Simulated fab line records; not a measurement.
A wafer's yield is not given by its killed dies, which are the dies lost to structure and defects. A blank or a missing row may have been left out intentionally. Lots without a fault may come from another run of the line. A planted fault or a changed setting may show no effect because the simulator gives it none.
Problem report, 8D (eight disciplines) form, completed by code	flow berkeley cmos170	the parts of the form that need people (team, actions taken, sign-off) are left out

1. WHAT WENT WRONG
UCB170_M2_METAL_ETCH_18, run length s: mean 231.3 s on 3 wafers (1 lot); fault-free wafers 223.5 s, standard deviation 0.88. That puts it +8.9 standard deviations away from the usual mean.
The step: etches Al in Cl2/BCl3, stops on SiO2, target depth 1170 nm, time 195 s.
First seen on wafer L549.3, day 12 00:47, on rie metal-01. Wafers with a number at this step in the record: 15, from 5 lots. By rule, "out" or "out of limits" means more than 4 standard deviations away from the usual mean. The other wafers with a number count as sound.

2. WHAT IT IS; WHAT IT IS NOT
question	is	is not
which readings at this step	run length s	drypump motor current A, he backside leak sccm, throttle valve pct
which lots	L549	L538, L540, L554, L556
which wafers of those lots	all that have a number	-
read on which tools	rie metal-01	rie metal-03
when	from day 12 00:47	up to then (6 sound wafers); but 6 sound wafers of L554, L556 came after

3. SUSPECTS, AND WHAT RULES EACH OUT
Counting: a tool at a process step up to the reading stays a suspect if it ran every lot that is out and no sound lot after the first of them.
- plasma asher-02 at UCB170_M2_STRIP_07 (strips in O2): kept. It ran the lot that is out, L549 (day 11 23:22), and no sound lot after that; its last sound lot up to then is L538 (day 9 07:05).
- rie diel-02 at UCB170_M2_ETCH_17 (etches BARC in N2/H2): kept. It ran the lot that is out, L549 (day 12 00:37), and no sound lot after that; its last sound lot up to then is L540 (day 10 05:04).
- rie metal-01 at UCB170_M2_METAL_ETCH_18 (etches Al in Cl2/BCl3, stops on SiO2, target depth 1170 nm, time 195 s): kept. It ran the lot that is out, L549 (day 12 00:47), and no sound lot after that; its last sound lot up to then is L540 (day 10 05:07). Its own run length s readings are out on those wafers.
Still standing after the count: plasma asher-02 at UCB170_M2_STRIP_07, rie diel-02 at UCB170_M2_ETCH_17, rie metal-01 at UCB170_M2_METAL_ETCH_18.

4. THE CAUSE (what the simulator had put in)
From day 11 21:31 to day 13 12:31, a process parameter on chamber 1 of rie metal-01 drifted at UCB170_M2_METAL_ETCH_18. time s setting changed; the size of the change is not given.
This tool is one of the 3 suspects left after counting.

5. SEQUENCE OF EFFECTS, ordered by route
Each row: a reading where the mean over the struck wafers with a number is more than 3 standard deviations away from the usual. Readings are gone through only where the record gives a usual standard deviation; hours: the median, over the lots, of the time from a lot's start at the first step in this table giving one to that lot's start at this step; sigmas: the change measured in usual standard deviations.
hours	step	reading	usual	on struck wafers	change	sigmas
0	UCB170_M2_METAL_ETCH_18	run length s	223.5 s	231.3	+7.8	+8.9
Its process steps:
- UCB170_M2_METAL_ETCH_18: etches Al in Cl2/BCl3, stops on SiO2, target depth 1170 nm, time 195 s.

6. WHAT WOULD HAVE CAUGHT IT SOONER
In this record the first reading out of limits was taken at day 12 00:47, 3 hours after the fault began at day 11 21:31.
